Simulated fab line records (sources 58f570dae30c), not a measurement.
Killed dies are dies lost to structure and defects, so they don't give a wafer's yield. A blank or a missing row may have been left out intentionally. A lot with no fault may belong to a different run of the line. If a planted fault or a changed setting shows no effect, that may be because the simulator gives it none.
Matching of chambers -- flow berkeleyCmos170 -- 4 sister chambers for UCB170_V1_CMP_02 on cmp-01
The step polishes SiO2. 8 wafers are shown with their chamber, then 7 later ones without.

== WAFERS WITH THEIR CHAMBER ==
wafer,chamber,edgeZonePressureFrac,motorCurrentA (A)
L496.4,2,1.006,14.5
L495.3,3,1.007,14.6
L495.5,0,1.000,14.5
L498.1,2,1.003,14.9
L498.3,0,0.993,14.0
L498.5,1,0.987,14.2
L510.2,1,0.998,14.3
L510.5,3,1.000,14.7

== WAFERS WHOSE CHAMBER IS MISSING ==
wafer,edgeZonePressureFrac,motorCurrentA (A)
L510.6,1.001,15.4
L509.1,1.005,14.8
L509.3,1.000,14.3
L509.4,1.006,13.8
L514.3,0.997,14.0
L514.4,1.002,15.0
L514.5,1.005,14.6

== WHICH CHAMBER EACH WENT THROUGH ==
wafer,from the rows above,in truth
L510.6,can't be placed: 2 or 3 or 0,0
L509.1,can't be placed: 2 or 3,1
L509.3,can't be placed: 0 or 1 or 3 or 2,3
L509.4,can't be placed: 0 or 1 or 3 or 2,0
L514.3,can't be placed: 0 or 1 or 3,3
L514.4,can't be placed: 2 or 3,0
L514.5,can't be placed: 3 or 2 or 0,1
Correctly placed: 0 of 7. Not placeable from these rows: 7 (in 4, the candidates include the true chamber). Number placed wrongly: 0.
How it was worked out, from the rows above alone: a wafer's distance from a chamber is the root of the sum, over the readings, of the square of ((its reading less the chamber's mean) divided by the reading's scatter). If the next closest chamber is less than 2 further off than the closest, the wafer can't be placed; otherwise it belongs to the closest. The mean given for a chamber averages the wafers shown for that chamber. The scatter: the root of (the sum of the squares of (reading less its chamber's mean) over the shown wafers, divided by (wafers less chambers)).
